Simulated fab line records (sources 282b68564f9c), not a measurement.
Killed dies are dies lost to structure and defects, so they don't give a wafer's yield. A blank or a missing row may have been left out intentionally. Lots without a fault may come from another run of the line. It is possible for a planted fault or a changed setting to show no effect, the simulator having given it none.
Which tool is to blame? -- flow rit_cmos -- 14 lots (42 wafers sampled), 1 step of a 202-step route

WHAT THE GAUGES SHOWED, per wafer
The record lacks any reading of a measuring or inspecting step that a usual standard deviation could be used to judge.

EACH LOT AND THE TOOL THAT RAN IT (in order: tool; ch and the chambers of the sampled wafers; start)
lot,RIT_PRETRO_IMPLANT_08
L534,"implanter-01 ch 0, day 2 07:43"
L536,"implanter-02 ch 0, day 2 18:49"
L537,"implanter-02 ch 0, day 3 00:03"
L538,"implanter-04 ch 0, day 3 04:31"
L539,"implanter-02 ch 0, day 3 08:43"
L542,"implanter-02 ch 0, day 4 00:05"
L543,"implanter-02 ch 0, day 4 05:02"
L544,"implanter-04 ch 0, day 4 08:50"
L546,"implanter-01 ch 0, day 4 22:54"
L548,"implanter-04 ch 0, day 5 07:46"
L549,"implanter-04 ch 0, day 5 10:51"
L554,"implanter-04 ch 0, day 6 10:47"
L556,"implanter-01 ch 0, day 6 20:51"
L557,"implanter-01 ch 0, day 7 03:11"
- RIT_PRETRO_IMPLANT_08

AS READ BY THE TOOLS THEMSELVES (means over the sampled wafers that have a number; for cases with no such wafer, the mark the record gives instead)
RIT_PRETRO_IMPLANT_08. Usual: beam_on_s 9.95 s, standard deviation 0.2; dose_ions_cm2 1.1998e+13, standard deviation 1.4e+10; tilt_deg 7.001 degrees, standard deviation 0.022.
lot,tool,beam_on_s (s),dose_ions_cm2,tilt_deg (degrees),flag
L534,implanter-01,9.95,1.2006e+13,7.009,
L536,implanter-02,9.86,1.1992e+13,7.027,
L537,implanter-02,9.91,1.1998e+13,7.024,
L538,implanter-04,10.08,1.1998e+13,6.969,
L539,implanter-02,10.08,1.1995e+13,7.016,
L542,implanter-02,10.00,1.2344e+13,6.993,OFF
L543,implanter-02,10.08,1.2332e+13,6.999,OFF
L544,implanter-04,10.03,1.1985e+13,7.000,
L546,implanter-01,9.76,1.2001e+13,7.008,
L548,implanter-04,10.13,1.1979e+13,7.008,
L549,implanter-04,10.04,1.1996e+13,7.020,
L554,implanter-04,9.91,1.2022e+13,7.013,
L556,implanter-01,9.94,1.1996e+13,6.997,
L557,implanter-01,10.06,1.2016e+13,7.020,

THE ANSWER, worked out from the rows above alone
Rule: a lot counts as off when the mean over its wafers that have a number is more than 3 standard deviations away from the usual mean. A lot without any number at a reading at which 4 lots or more have one is off too. All remaining lots with rows at the step are treated as sound. The gauges are gone through in route order, then the tools' own readings, and for those a lot's mean is taken as printed above. At the first step where some lot is off, the reading lying furthest off is the one used; lots without a number count as furthest.
Off: L542, L543 (RIT_PRETRO_IMPLANT_08, dose_ions_cm2).
If a tool, at that step or one of the process steps before it, ran each lot that is off and ran no sound lot following the first of them, it fits. One fits: RIT_PRETRO_IMPLANT_08 on implanter-02. Its last sound lot is L539 (day 3 08:43), its first lot that is off L542 (day 4 00:05): a fault that began between those two fits.
The tool's own readings at RIT_PRETRO_IMPLANT_08 bear it out: on the lots that are off they differ by more than 5 times the standard deviation of the sound lots' means. dose_ions_cm2 reads 1.2338e+13 there against 1.1999e+13 on the sound lots.

WHAT WAS PUT IN BY THE SIMULATOR
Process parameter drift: implanter-02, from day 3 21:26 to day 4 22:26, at RIT_PRETRO_IMPLANT_08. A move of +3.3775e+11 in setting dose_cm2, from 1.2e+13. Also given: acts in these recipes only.
Shown lots that were struck: L542, L543. This agrees with what the rule above found.
